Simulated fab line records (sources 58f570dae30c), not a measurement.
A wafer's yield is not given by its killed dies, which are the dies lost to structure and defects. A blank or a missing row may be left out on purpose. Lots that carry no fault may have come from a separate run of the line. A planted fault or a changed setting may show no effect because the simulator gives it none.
What tool caused it?    flow berkeley-cmos170    15 lots, 45 wafers sampled, at 2 steps of a route of 331

WHAT THE GAUGES READ, wafer by wafer
UCB170_PWELL_TW_MEAS_17. Usual: for PWELL_TW the level is 382.7 and the standard deviation is 2.8.
lot   measured     on             PWELL_TW           flag
L116  day 3 07:54  film-metro-02  382.0 383.3 383.1  
L117  day 3 17:03  film-metro-01  381.9 383.7 383.0  
L119  day 3 17:15  film-metro-02  382.1 381.3 383.2  
L121  day 4 07:47  film-metro-02  383.9 385.0 385.5  
L123  day 4 10:54  film-metro-02  474.3 475.7 477.0  OFF
L124  day 4 15:03  film-metro-02  385.3 385.0 385.2  
L125  day 4 22:09  film-metro-01  474.4 471.7 471.4  OFF
L129  day 5 17:31  film-metro-03  468.4 466.5 465.9  OFF
L132  day 6 07:32  film-metro-02  384.0 382.6 381.5  
L131  day 6 07:47  film-metro-01  382.6 384.1 385.2  
L133  day 6 14:15  film-metro-02  384.0 383.8 383.6  
L136  day 7 05:35  film-metro-01  380.0 380.9 380.6  
L135  day 7 05:44  film-metro-03  378.9 379.5 380.8  
L137  day 7 15:02  film-metro-02  386.7 387.4 387.1  
L138  day 7 21:38  film-metro-02  388.5 385.5 384.4  

EACH LOT AND THE TOOL THAT RAN IT (in order: tool; ch and the chambers of the sampled wafers; start)
lot   UCB170_PWELL_IMPLANT_15
L116  implanter-01 ch 0, day 3 07:40
L117  implanter-01 ch 0, day 3 16:47
L119  implanter-01 ch 0, day 3 17:00
L121  implanter-04 ch 0, day 4 07:32
L123  implanter-02 ch 0, day 4 10:22
L124  implanter-02 ch 0, day 4 14:48
L125  implanter-02 ch 0, day 4 21:38
L129  implanter-02 ch 0, day 5 16:56
L132  implanter-02 ch 0, day 6 07:17
L131  implanter-04 ch 0, day 6 07:33
L133  implanter-04 ch 0, day 6 14:01
L136  implanter-01 ch 0, day 7 05:16
L135  implanter-04 ch 0, day 7 05:30
L137  implanter-04 ch 0, day 7 14:47
L138  implanter-04 ch 0, day 7 21:23
- UCB170_PWELL_IMPLANT_15

AS READ BY THE TOOLS THEMSELVES (means over the sampled wafers that have a number; for cases with no such wafer, the mark the record gives instead)
UCB170_PWELL_IMPLANT_15. Usual: beam-on-s 10.01 s, standard deviation 0.21; dose-ions-cm2 5e+12, standard deviation 6.2e+09; tilt-deg 7.002 degrees, standard deviation 0.019.
lot   tool          beam-on-s (s)  dose-ions-cm2  tilt-deg (degrees)  flag
L116  implanter-01  10.04          5e+12          7.006               
L117  implanter-01  10.01          5e+12          6.986               
L119  implanter-01  9.90           5e+12          6.975               
L121  implanter-04  10.13          5e+12          7.001               
L123  implanter-02  10.16          5e+12          7.004               
L124  implanter-02  10.01          5e+12          7.024               
L125  implanter-02  10.05          5e+12          7.001               
L129  implanter-02  9.91           5e+12          7.002               
L132  implanter-02  10.02          5e+12          7.019               
L131  implanter-04  10.18          5e+12          6.996               
L133  implanter-04  10.12          5e+12          7.001               
L136  implanter-01  10.06          5e+12          7.011               
L135  implanter-04  9.98           5e+12          6.982               
L137  implanter-04  10.01          5e+12          7.025               
L138  implanter-04  10.12          5e+12          6.987               

THE ANSWER, worked out from the rows above alone
Rule: a lot counts as off when the mean over its wafers that have a number is more than 3 standard deviations away from the usual mean. A lot without any number at a reading at which 4 lots or more have one is off too. The other lots that the step has rows for count as sound. First the gauges in route order, then the tools' own readings, where a lot's mean is used as printed above. At the first step where some lot is off, the reading lying furthest off is the one used; lots without a number count as furthest.
Off: L123, L125, L129, seen at UCB170_PWELL_TW_MEAS_17 (PWELL_TW).
A tool fits if, at a process step before that reading, it ran every lot that is off, and no sound lot after the first of them. Those tools and the gauges at UCB170_PWELL_TW_MEAS_17 are tried in the same way. Of those tried, none fits.

WHAT THE SIMULATOR HAD INSERTED
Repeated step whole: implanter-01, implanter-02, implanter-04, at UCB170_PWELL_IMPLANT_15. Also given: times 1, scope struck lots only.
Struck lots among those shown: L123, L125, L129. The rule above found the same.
